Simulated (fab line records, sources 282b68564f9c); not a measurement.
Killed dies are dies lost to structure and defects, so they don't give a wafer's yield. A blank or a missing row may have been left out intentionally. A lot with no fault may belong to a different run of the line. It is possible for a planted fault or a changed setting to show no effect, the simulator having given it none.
Split-lot experiment ; flow rit-cmos ; 5 lots, 23 wafers read, on a route of 202 steps

## ON THE SPLIT
At RIT_M1_COAT_04 (resist thk 1300 nm), the setting spin-rpm was moved away from the recipe's 2000 rpm on 8 of the 23 wafers read, by +3.3% to +5.8%. This setting was run at the recipe's value on the other wafers.

## FROM THE SPLIT TO THE READING: what the file shows between them, 2 steps
- RIT_M1_SOFTBAKE_05: time 60 s
- RIT_M1_EXPOSE_06: exposes mask M12, target cd 2600 nm

## THE READING
NOVOLAK_of_M1_COAT_04.thk-nm (the simulator's own value, which no gauge read), in nm, at RIT_M1_HARDBAKE_11 (time 120 s). The file does not state a usual value for it. The 15 wafers here that ran the recipe average 1137 nm, standard deviation 3 nm.

wafer;tool, chamber at the split;spin-rpm as run, rpm;against the recipe;NOVOLAK_of_M1_COAT_04.thk-nm, nm;against lot-mates on the recipe
L075.2;litho-track-04, 0;2000;recipe;1135;-
L075.6;litho-track-04, 0;2000;recipe;1135;-
L075.5;litho-track-04, 0;2000;recipe;1134;-
L077.2;litho-track-03, 0;2000;recipe;1140;-
L077.3;litho-track-03, 0;2100;+5.0%;1112;-30
L077.4;litho-track-03, 0;2000;recipe;1144;-
L077.5;litho-track-03, 0;2100;+5.0%;1115;-27
L077.6;litho-track-03, 0;2000;recipe;1141;-
L078.1;litho-track-02, 0;2066;+3.3%;1122;-16
L078.3;litho-track-02, 0;2000;recipe;1136;-
L078.4;litho-track-02, 0;2066;+3.3%;1123;-14
L078.5;litho-track-02, 0;2066;+3.3%;1123;-14
L078.6;litho-track-02, 0;2000;recipe;1139;-
L081.1;litho-track-03, 0;2000;recipe;1140;-
L081.2;litho-track-03, 0;2117;+5.8%;1108;-31
L081.3;litho-track-03, 0;2117;+5.8%;1109;-30
L081.4;litho-track-03, 0;2117;+5.8%;1107;-32
L081.6;litho-track-03, 0;2000;recipe;1138;-
L084.1;litho-track-02, 0;2000;recipe;1135;-
L084.3;litho-track-02, 0;2000;recipe;1135;-
L084.5;litho-track-02, 0;2000;recipe;1135;-
L084.2;litho-track-02, 0;2000;recipe;1139;-
L084.6;litho-track-02, 0;2000;recipe;1133;-

FIT RESULTS
A straight line over all 23 wafers: NOVOLAK_of_M1_COAT_04.thk-nm changes by -4.86 nm for each +1% of spin-rpm; r = -0.97; the points scatter about the line by 2.7 nm.
The same after taking each lot's own level away (the mean of its wafers on the recipe; 23 wafers): -5.28 nm for each +1%; r = -0.99; scatter 1.8 nm.
According to that fit, moving spin-rpm by its largest amount changes the reading by 31 nm.
Measured against the standard deviation above, the lots' own levels, which go from 1134.7 to 1141.7 nm, span 2.3 times it.
The two slopes are in agreement: the lot-to-lot level therefore moves the slope only a little.
Check: -30.7 nm against its lot-mates is what the line predicts for one of the wafers moved furthest among these (+5.8%) when that wafer is left out of the fit. It came out at -31 nm against them.

## OTHER SPLITS ON THESE WAFERS
Before the reading, these wafers also passed through other splits. Each is held against what the fit with the lots' levels taken away leaves over:
other split on the same wafers;wafers away from the commonest value;r with NOVOLAK_of_M1_COAT_04.thk-nm (lot level and that fit taken away)
RIT_SPACER_CVD_03 time-s;15;-0.37
RIT_PSD_IMPLANT_08 energy-kev;9;-0.17
RIT_SILICIDE_SPUTTER_01 power-w;7;-0.15

## THE WHOLE CHAIN: every reading that the file lists as answering this split, in the file's order
step;what it does;reading;change (the file's fit);r (the file's)
RIT_M1_COAT_04;resist thk 1300 nm;NOVOLAK_of_M1_COAT_04.thk-nm (the simulator's own value, which no gauge read);-6.15 nm for each +1% of the setting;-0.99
RIT_M1_HARDBAKE_11;time 120 s;NOVOLAK_of_M1_COAT_04.thk-nm (the simulator's own value, which no gauge read);-5.29 nm for each +1% of the setting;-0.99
RIT_M1_METAL_ETCH_12;etches Al in Cl2/BCl3, stops on SiO2, time 165 s, target depth 600 nm;NOVOLAK_of_M1_COAT_04.thk-nm (the simulator's own value, which no gauge read);-5.19 nm for each +1% of the setting, in a fit together with time-s@M1_METAL_ETCH_12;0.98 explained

## THE FILE'S OWN FIT
NOVOLAK_of_M1_COAT_04.thk-nm changes by -5.29 nm for each +1% of spin-rpm, r = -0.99.
